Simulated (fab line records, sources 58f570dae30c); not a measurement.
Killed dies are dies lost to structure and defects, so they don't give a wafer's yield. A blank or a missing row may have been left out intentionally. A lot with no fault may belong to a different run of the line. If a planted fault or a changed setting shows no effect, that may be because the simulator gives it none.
Which tool did it?	flow berkeley-cmos170	36 wafers sampled from 12 lots at 1 step of a route of 331

WHAT EACH GAUGE READ, for each wafer
UCB170_PVT_OVL_MEAS_06. Usual: PVT_OVL gives 1 nm (standard deviation 5.6).
lot	measured	on	PVT_OVL (nm)	flag
L703	day 5 11:35	overlay-02	-11 -4 -9	
L705	day 5 15:03	overlay-01	7 5 9	
L704	day 5 15:32	overlay-01	1 7 2	
L706	day 5 22:14	overlay-02	-7 2 -4	
L707	day 5 22:23	overlay-01	6 -7 3	
L708	day 5 22:40	overlay-01	-4 3 1	
L715	day 7 11:26	overlay-02	11 -1 6	
L717	day 8 08:36	overlay-02	-5 -3 2	
L720	day 9 06:47	overlay-01	2 -3 8	
L722	day 9 11:41	overlay-01	4 0 -1	
L723	day 9 12:09	overlay-02	5 4 7	
L725	day 10 16:06	overlay-02	2 4 3	

TOOL THAT RAN EACH LOT (tool first, then ch and the chambers of the sampled wafers, then the start)
The record shows no process step preceding these readings.

AS READ BY THE TOOLS THEMSELVES (means over the sampled wafers that have a number; for cases with no such wafer, the mark the record gives instead)
The record holds no such reading with a usual standard deviation.

THE ANSWER, worked out from the rows above alone
Rule: a lot is off if the mean of its wafers that have a number lies more than 3 standard deviations from the usual mean. Also off: a lot with no number at a reading for which 4 or more lots have one. Any other lot the step has rows for is counted as sound. First the gauges in route order, then the tools' own readings, where a lot's mean is used as printed above. At the first step where some lot is off, the reading lying furthest off is the one used; lots without a number count as furthest.
Nothing can be told from this: no lot is off at any reading shown.

WHAT THE SIMULATOR PUT IN
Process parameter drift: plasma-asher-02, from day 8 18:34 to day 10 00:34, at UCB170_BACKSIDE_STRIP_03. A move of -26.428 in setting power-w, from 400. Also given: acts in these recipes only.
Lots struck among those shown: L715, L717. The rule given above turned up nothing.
